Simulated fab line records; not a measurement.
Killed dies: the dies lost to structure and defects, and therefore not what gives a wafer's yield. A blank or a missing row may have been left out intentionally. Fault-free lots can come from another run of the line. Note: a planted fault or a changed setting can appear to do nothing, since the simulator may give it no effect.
Code-filled problem report in 8D (eight disciplines) form | flow rit-cmos | the parts of the form that need people (team, actions taken, sign-off) are left out

1. WHAT IS WRONG
Wafers free of any fault read 476 (standard deviation 4.2) for PRETRO_TW at RIT_PRETRO_TW_MEAS_10, against a mean of 422 on 6 wafers of 2 lots. That is -13 standard deviations from the usual mean.
Seen first at day 6 00:49 on film-metro-02, wafer L183.2. The record holds 42 wafers of 14 lots with a number at this step. Rule for "out" (also "out of limits"): further than 4 standard deviations from the usual mean. The rest of the wafers with a number are treated as sound.

2. WHAT IT IS; WHAT IT IS NOT
question                    | is                     | is not
which readings at this step | PRETRO_TW              | -
which lots                  | L183, L187             | L169, L170, L171, L172, L174, L177, L178, L179, L180, L181, L182, L184
which wafers of those lots  | all that have a number | -
read on which gauges        | film-metro-02          | film-metro-01, film-metro-03
when                        | from day 6 00:49       | up to then (33 sound wafers); but 3 sound wafers of L184 came after

3. SUSPECTS, AND WHAT RULES EACH OUT
Counting: a tool at a process step up to the reading stays a suspect if it ran every lot that is out and no sound lot after the first of them.
- ruled out: the gauge at RIT_PRETRO_TW_MEAS_10. All the wafers that are out were read on film-metro-02, but those of them that RIT_PRETRO_IMPLANT_08 has rows for are out there too, on other tools.
- implanter-02 at RIT_PRETRO_IMPLANT_08: kept. It processed each lot that is out, first L183 at day 6 00:30, and no sound lot thereafter; up to then, the last sound lot it processed was L181 at day 5 11:00. Its own readings are out on those wafers: dose-ions-cm2, faraday-current-uA.
Remaining after the count: implanter-02 at RIT_PRETRO_IMPLANT_08.

4. THE CAUSE (what the simulator had put in)
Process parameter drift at RIT_PRETRO_IMPLANT_08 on implanter-02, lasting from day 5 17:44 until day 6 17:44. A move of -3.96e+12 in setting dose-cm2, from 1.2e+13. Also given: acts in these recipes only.
After counting, this tool was the only one left.

5. SEQUENCE OF EFFECTS, ordered by route
One row per reading whose mean, taken over the struck wafers that have a number, lies over 3 standard deviations from the usual. Readings are gone through only where the record gives a usual standard deviation; hours: the median, over the lots, of the time from a lot's start at the first step in this table giving one to that lot's start at this step; sigmas: the change measured in usual standard deviations.
hours | step                  | reading            | usual   | on struck wafers | change   | sigmas
0     | RIT_PRETRO_IMPLANT_08 | dose-ions-cm2      | 1.2e+13 | 8.0e+12          | -4.0e+12 | -99 or more
0     | RIT_PRETRO_IMPLANT_08 | faraday-current-uA | 38.1    | 25.5             | -12.6    | -17
0     | RIT_PRETRO_TW_MEAS_10 | PRETRO_TW          | 476     | 422              | -54      | -13
The process steps in it:
- RIT_PRETRO_IMPLANT_08

6. WHAT WOULD HAVE CAUGHT IT SOONER
7 hours passed between the start of the fault at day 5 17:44 and the first reading out of limits at a measuring or inspecting step in this record, taken at day 6 00:49.
The tool's own readings at RIT_PRETRO_IMPLANT_08 were out on every struck wafer that the step has a row for (dose-ions-cm2, faraday-current-uA): an alarm limit on them would have fired on the first of those.
Lots out: 2; of these, L187 started RIT_PRETRO_IMPLANT_08 on implanter-02 after day 6 00:49. A hold on the tool at that time would have spared it.
